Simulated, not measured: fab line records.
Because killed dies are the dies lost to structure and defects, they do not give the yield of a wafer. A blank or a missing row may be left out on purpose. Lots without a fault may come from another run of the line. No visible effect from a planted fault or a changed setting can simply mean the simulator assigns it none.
A lot that was struck, set against a sound lot ; flow berkeley cmos170 ; 15 steps out of a route of 331
Sound: the wafers L767.1, L767.5, L767.6. The struck wafers were L774.2, L774.5, L774.6. The cause is named last.
Order at every step that has rows: each side's tool, ch and its chambers, its first start. Under that, the readings that differ: sound wafers ; struck wafers ; difference of the means ; sigmas: that difference in standard deviations of wafers without a fault.
alike: same words and numbers on both sides, and readings whose means sit less than 2 such deviations apart. not compared: any withheld reading, any reading some wafer has no value for, any bound like >300 that may hide the same value, and any number with overlapping values for which the record gives no deviation.
A row with sigmas, a row that says differs or no value, or rows on one side alone: a step with any of these is where the two part. Non-overlapping numbers with no deviation appear without sigmas and do not part them. A reading that every wafer of one side lacks parts them only if that side has two wafers or more.

UCB170_PWELL_ETCH_14: etches Si3N4 in CH3F/Ar/O2, stops on SiO2, target depth 242 nm, time 151 s.
  sound on rie diel-02 ch 0,3, day 3 18:24; struck on rie diel-01 ch 0,1,2, day 5 07:16
  alike: drypump motor current A, oes product au, throttle valve pct
  not compared: rf hours counter h
following that, these wafers have no rows for 1 step: UCB170_PWELL_IMPLANT_15.
UCB170_PWELL_STRIP_16: strips in O2.
  sound on plasma asher-01 ch 0,1, day 3 18:39; struck on plasma asher-01 ch 0,1, day 5 07:31
  alike: drypump motor current A, o2 flow sccm, oes product au, strip time to endpoint s
  not compared: rf hours counter h
UCB170_PWELL_TW_MEAS_17:
  sound on film metro-04 at day 3 18:45; struck on film metro-03 at day 5 07:38
  alike: PWELL_TW
then, 5 steps without rows for these wafers: UCB170_PWELL_CLEAN_18 (cleans in SPM, time 600 s); UCB170_PWELL_WET_ETCH_19 (etches Si3N4 in H3PO4, time 14400 s); UCB170_PWELL_WET_ETCH_20 (etches SiO2 in BOE, time 22 s); UCB170_WELLDRIVE_CLEAN_00 (cleans in SPM, time 600 s); UCB170_WELLDRIVE_OXIDATION_01 (target thk 199 nm, ox time 9247 s).
UCB170_WELLDRIVE_THK_MEAS_02:
  sound on film metro-02 at day 4 07:03; struck on film metro-03 at day 5 18:17
  alike: WELLDRIVE_OXIDE_THK
then, 2 steps without rows for these wafers: UCB170_WELLDRIVE_ANNEAL_03 (time 900 s); UCB170_WELLDRIVE_WET_ETCH_04 (etches SiO2 in BOE, time 120 s).
UCB170_ACTIVE_CLEAN_00: cleans in SPM, time 600 s.
  sound on wet bench-04 ch 3, day 4 12:34; struck on wet bench-02 ch 2, day 5 22:12
  no value came back on the struck wafers for bath guard temp C (C), bath heat duty pct (%); on the sound wafers bath guard temp C (C) reads 119.8 119.9 120.0
then, 1 step without rows for these wafers: UCB170_ACTIVE_CLEAN_01 (cleans in dHF, time 60 s).
-- the record jumps here: 4 days lie between the struck wafers' starts before and after (it left off in module ACTIVE and takes up again in module M3, whose first step shown is number 331 of the route) --
UCB170_M3_PROBE_99:
  the record has rows for the struck wafers here (prober-01, day 10 02:23) and none for the sound ones

## WHERE THEY PART
First at UCB170_ACTIVE_CLEAN_00; last, within this record, at UCB170_M3_PROBE_99.

WHY: whatever the simulator had introduced
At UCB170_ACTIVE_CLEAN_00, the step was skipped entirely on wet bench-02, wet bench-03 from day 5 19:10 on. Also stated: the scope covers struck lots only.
